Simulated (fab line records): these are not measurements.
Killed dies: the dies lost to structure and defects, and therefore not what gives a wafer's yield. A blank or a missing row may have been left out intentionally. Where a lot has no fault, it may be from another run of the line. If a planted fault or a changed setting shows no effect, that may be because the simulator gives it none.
Split-lot experiment ; flow ritCmos ; 5 lots, 23 wafers read, on a route of 202 steps

THE SPLIT
At RIT_SILICIDE_SPUTTER_01 (material Ti, target thk 30 nm, time 240 s), the setting timeS was moved away from the recipe's 240 s on 10 of the 23 wafers read, by -8.8% to +13.5%. The other wafers ran this setting at the recipe's value.

FROM SPLIT TO READING: 1 step shown by the file between the two
- RIT_SILICIDE_RS_MEAS_02: measures by four-point-probe

THE READING
SILICIDE_TI_THK, in nm, at RIT_SILICIDE_THK_MEAS_03 (measures by xrf). A value of 30.3 nm with a standard deviation of 0.38 nm is what fault-free wafers of this fab line usually give.

wafer;tool, chamber at the split;timeS as run, s;against the recipe;SILICIDE_TI_THK, nm;against lot-mates on the recipe
L074.2;pvdSputter-01, -;240;recipe;30.1;-
L074.3;pvdSputter-01, -;240;recipe;30.4;-
L074.5;pvdSputter-01, -;240;recipe;30.3;-
L075.1;pvdSputter-02, -;258.9;+7.9%;32.4;+1.9
L075.3;pvdSputter-02, -;240;recipe;30.6;-
L075.4;pvdSputter-02, -;258.9;+7.9%;32.9;+2.4
L075.5;pvdSputter-02, -;240;recipe;30.3;-
L075.6;pvdSputter-02, -;258.9;+7.9%;32.8;+2.3
L077.2;pvdSputter-02, -;240;recipe;29.2;-
L077.3;pvdSputter-02, -;218.8;-8.8%;26.9;-2.6
L077.4;pvdSputter-02, -;218.8;-8.8%;27.2;-2.3
L077.5;pvdSputter-02, -;218.8;-8.8%;26.7;-2.8
L077.6;pvdSputter-02, -;240;recipe;29.8;-
L079.1;pvdSputter-04, -;223;-7.1%;27.8;-2.4
L079.3;pvdSputter-04, -;223;-7.1%;28.1;-2.1
L079.4;pvdSputter-04, -;240;recipe;30.5;-
L079.5;pvdSputter-04, -;240;recipe;30.2;-
L079.6;pvdSputter-04, -;240;recipe;30.0;-
L084.1;pvdSputter-01, -;240;recipe;29.9;-
L084.3;pvdSputter-01, -;272.3;+13.5%;34.3;+4.1
L084.4;pvdSputter-01, -;240;recipe;30.2;-
L084.5;pvdSputter-01, -;272.3;+13.5%;34.2;+4.0
L084.6;pvdSputter-01, -;240;recipe;30.4;-

THE FIT
A straight line over all 23 wafers: SILICIDE_TI_THK changes by +0.326 nm for each +1% of timeS; r = +0.99; the points scatter about the line by 0.34 nm.
The same after taking each lot's own level away (the mean of its wafers on the recipe; 23 wafers): +0.299 nm for each +1%; r = +0.99; scatter 0.21 nm.
That fit puts the effect of the largest move of timeS on the reading at 4 nm.
The lots' own levels span 29.50 to 30.45 nm, that is 2.5 times the standard deviation above.
Hence the lot-to-lot level has little effect on the slope; both slopes agree.
Check: with one of the wafers moved furthest among these (+13.5%) left out of the fit, the line predicts +3.97 nm for it against its lot-mates. It came out at +4.13 nm against them.

ADDITIONAL SPLITS CARRIED BY THESE WAFERS
Before the reading, these wafers also passed through other splits. Each is held against what the fit with the lots' levels taken away leaves over:
other split on the same wafers;wafers away from the commonest value;r with SILICIDE_TI_THK (lot level and that fit taken away)
RIT_REOX_OXIDATION_03 oxTimeS;5;+0.14
RIT_NLDD_COAT_01 spinRpm;7;+0.18
RIT_NLDD_IMPLANT_08 energyKev;11;+0.13
RIT_SPACER_CVD_03 tempC;18;+0.13

THE WHOLE CHAIN: every reading that the file lists as answering this split, in the file's order
step;what it does;reading;change (the file's fit);r (the file's)
RIT_SILICIDE_SPUTTER_01;material Ti, target thk 30 nm, time 240 s;Ti_of_SILICIDE_SPUTTER_01.thkNm (the simulator's own value, which no gauge read);+0.301 nm for each +1% of the setting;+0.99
RIT_SILICIDE_RS_MEAS_02;measures by four-point-probe;SILICIDE_TI_RS;-0.591 for each +1% of the setting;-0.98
RIT_SILICIDE_THK_MEAS_03;measures by xrf;SILICIDE_TI_THK;+0.299 for each +1% of the setting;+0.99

FILE'S OWN FIT
SILICIDE_TI_THK changes by +0.299 nm for each +1% of timeS, r = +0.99.
